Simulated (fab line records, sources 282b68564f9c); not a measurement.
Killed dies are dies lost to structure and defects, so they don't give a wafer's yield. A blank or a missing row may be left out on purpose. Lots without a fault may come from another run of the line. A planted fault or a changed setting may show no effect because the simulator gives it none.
Which tool did it? | flow rit_cmos | 14 lots, 42 wafers sampled, at 5 steps of a route of 202

WHAT THE GAUGES READ, wafer by wafer
RIT_PWELL_TW_MEAS_10.
lot  | measured    | on            | PWELL_TW
L384 | day 2 00:26 | film_metro-01 | 968 962 959
L385 | day 2 06:52 | film_metro-01 | 968 966 959
L386 | day 2 11:47 | film_metro-02 | 967 965 967
L387 | day 2 14:28 | film_metro-02 | 974 968 968
L389 | day 3 02:22 | film_metro-04 | 941 944 939
L390 | day 3 06:01 | film_metro-04 | 945 943 946
L392 | day 3 18:51 | film_metro-04 | 942 942 943
L393 | day 3 23:15 | film_metro-02 | 966 966 967
L394 | day 4 01:20 | film_metro-04 | 957 959 956
L396 | day 4 12:41 | film_metro-01 | 970 969 967
L397 | day 4 17:32 | film_metro-04 | 952 954 953
L398 | day 4 22:25 | film_metro-04 | 914 917 918
L399 | day 5 03:26 | film_metro-01 | 963 963 960
L401 | day 5 13:00 | film_metro-04 | 919 924 930

RIT_WELLDRIVE_RS_MEAS_02: measures by four-point-probe.
lot  | measured    | on            | PWELL_RS (ohm/sq)
L384 | day 2 05:42 | film_metro-02 | 430.7 431.4 430.4
L385 | day 2 12:08 | film_metro-01 | 428.1 427.4 429.1
L386 | day 2 18:29 | film_metro-01 | 427.8 428.0 428.9
L387 | day 2 19:44 | film_metro-01 | 429.2 427.9 428.9
L389 | day 3 08:07 | film_metro-02 | 429.9 428.9 428.2
L390 | day 3 12:27 | film_metro-02 | 427.2 427.8 427.6
L392 | day 4 00:36 | film_metro-01 | 428.9 430.6 429.0
L393 | day 4 05:33 | film_metro-04 | 430.5 430.6 431.1
L394 | day 4 07:02 | film_metro-01 | 429.8 428.3 428.2
L396 | day 4 17:58 | film_metro-01 | 429.7 428.4 427.9
L397 | day 4 23:22 | film_metro-04 | 428.0 428.9 428.0
L398 | day 5 04:16 | film_metro-04 | 461.7 459.8 461.0
L399 | day 5 09:20 | film_metro-04 | 431.3 431.7 430.7
L401 | day 5 19:22 | film_metro-04 | 462.6 461.9 462.0

RIT_FOX2_THK_MEAS_91.
lot  | measured    | on            | FIELD_OXIDE_LEFT_2_THK (nm)
L384 | day 2 09:52 | film_metro-04 | 259 260 257
L385 | day 2 16:01 | film_metro-04 | 252 250 248
L386 | day 2 22:09 | film_metro-04 | 248 248 251
L387 | day 2 23:27 | film_metro-02 | 251 249 258
L389 | day 3 11:55 | film_metro-03 | 250 249 254
L390 | day 3 16:20 | film_metro-04 | 252 250 255
L392 | day 4 04:22 | film_metro-04 | 252 248 248
L393 | day 4 09:20 | film_metro-03 | 255 251 257
L394 | day 4 10:52 | film_metro-03 | 255 254 256
L396 | day 4 21:40 | film_metro-04 | 251 246 250
L397 | day 5 03:32 | film_metro-03 | 253 252 258
L398 | day 5 07:55 | film_metro-04 | 259 264 262
L399 | day 5 12:59 | film_metro-03 | 258 254 259
L401 | day 5 23:08 | film_metro-03 | 262 260 267

RIT_GATE_OVL_MEAS_17.
lot  | measured    | on         | GATE_OVL (nm)
L384 | day 2 15:05 | overlay-02 | 0.7 -0.7 0.7
L385 | day 2 23:22 | overlay-01 | -1.5 -0.6 -0.4
L386 | day 3 03:11 | overlay-02 | 2.3 0.2 0.2
L387 | day 3 07:31 | overlay-01 | 1.0 0.1 2.2
L389 | day 3 18:28 | overlay-02 | -1.0 -0.4 -2.2
L390 | day 3 22:07 | overlay-02 | -3.3 -2.3 -2.2
L392 | day 4 10:47 | overlay-01 | 1.7 2.0 0.0
L393 | day 4 13:33 | overlay-01 | -3.8 -2.4 -1.3
L394 | day 4 15:05 | overlay-02 | -2.4 0.1 -0.5
L396 | day 5 02:19 | overlay-01 | -1.0 -1.3 -1.2
L397 | day 5 10:18 | overlay-02 | -2.0 -0.8 -1.2
L398 | day 5 12:17 | overlay-01 | -1.7 -3.5 -1.2
L399 | day 5 20:34 | overlay-02 | -1.6 -0.8 -2.3
L401 | day 6 05:28 | overlay-01 | 1.5 0.3 0.1

WHICH TOOL RAN EACH LOT (tool, then ch and the chambers of the sampled wafers, then the start)
lot  | RIT_PWELL_IMPLANT_08
L384 | implanter-01 ch 0, day 2 00:07
L385 | implanter-03 ch 0, day 2 06:32
L386 | implanter-03 ch 0, day 2 11:31
L387 | implanter-01 ch 0, day 2 14:08
L389 | implanter-03 ch 0, day 3 02:02
L390 | implanter-01 ch 0, day 3 05:42
L392 | implanter-01 ch 0, day 3 18:32
L393 | implanter-03 ch 0, day 3 22:56
L394 | implanter-01 ch 0, day 4 01:01
L396 | implanter-04 ch 0, day 4 12:22
L397 | implanter-03 ch 0, day 4 17:12
L398 | implanter-03 ch 0, day 4 22:06
L399 | implanter-01 ch 0, day 5 03:08
L401 | implanter-03 ch 0, day 5 12:41
- RIT_PWELL_IMPLANT_08

WHAT THE TOOLS THEMSELVES READ (means of the sampled wafers that have a number; where no wafer has one, the mark that the record gives instead)
RIT_PWELL_IMPLANT_08.
lot  | tool         | beam_on_s (s) | dose_ions_cm2 | faraday_current_uA
L384 | implanter-01 | 10.09         | 7.000e+13     | 220
L385 | implanter-03 | 9.82          | 6.998e+13     | 226
L386 | implanter-03 | 9.79          | 6.997e+13     | 227
L387 | implanter-01 | 9.83          | 6.998e+13     | 226
L389 | implanter-03 | 10.02         | 6.999e+13     | 222
L390 | implanter-01 | 9.91          | 7.009e+13     | 224
L392 | implanter-01 | 10.28         | 6.999e+13     | 216
L393 | implanter-03 | 10.02         | 7.008e+13     | 222
L394 | implanter-01 | 10.03         | 6.999e+13     | 222
L396 | implanter-04 | 10.15         | 7.001e+13     | 219
L397 | implanter-03 | 10.02         | 7.005e+13     | 222
L398 | implanter-03 | 9.01          | 6.994e+13     | 246
L399 | implanter-01 | 10.05         | 6.996e+13     | 221
L401 | implanter-03 | 9.04          | 6.996e+13     | 246

THE ANSWER, worked out from the rows above alone
Rule: what is usual is taken from the lots themselves. Put in order of their means at a reading, lots are off if they are a third of the lots or fewer, leave a main group of 4 or more, and stand apart from it by a gap of 3 or more times the standard deviation of the main group's means; of several such gaps the widest counts. A main group whose means are all the same, to the digits that the tables above print for the reading, isn't used. A lot without any number at a reading at which 4 lots or more have one is off too. The other lots that the step has rows for count as sound. The gauges are gone through in route order, then the tools' own readings, and for those a lot's mean is taken as printed above. The first step at which some lot is off is used, and at that step the reading that is off furthest; a lot without a number counts as furthest.
Off: L398, L401, at RIT_WELLDRIVE_RS_MEAS_02 (PWELL_RS). The main group: mean 429.1 ohm/sq, standard deviation 1.1.
A tool fits if, at a process step before that reading, it ran every lot that is off, and no sound lot after the first of them. The gauges at RIT_WELLDRIVE_RS_MEAS_02 aren't tried: what is off there is off at RIT_PWELL_IMPLANT_08 too, on other tools, and a gauge's error can't cause that. One fits: implanter-03 at RIT_PWELL_IMPLANT_08. Its last sound lot is L397 (day 4 17:12), its first lot that is off L398 (day 4 22:06): a fault that began between those two fits.
The tool's own readings at RIT_PWELL_IMPLANT_08 bear it out: on the lots that are off they differ by more than 5 times the standard deviation of the sound lots' means. beam_on_s reads 9.02 s there against 10.00 s on the sound lots; faraday_current_uA reads 246 there against 222 on the sound lots.

WHAT THE SIMULATOR HAD PUT IN
Process parameter drift: implanter-03, from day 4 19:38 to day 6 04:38, at RIT_PWELL_IMPLANT_08. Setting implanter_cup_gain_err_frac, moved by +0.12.
Lots struck among those shown: L398, L401. The rule above found the same.
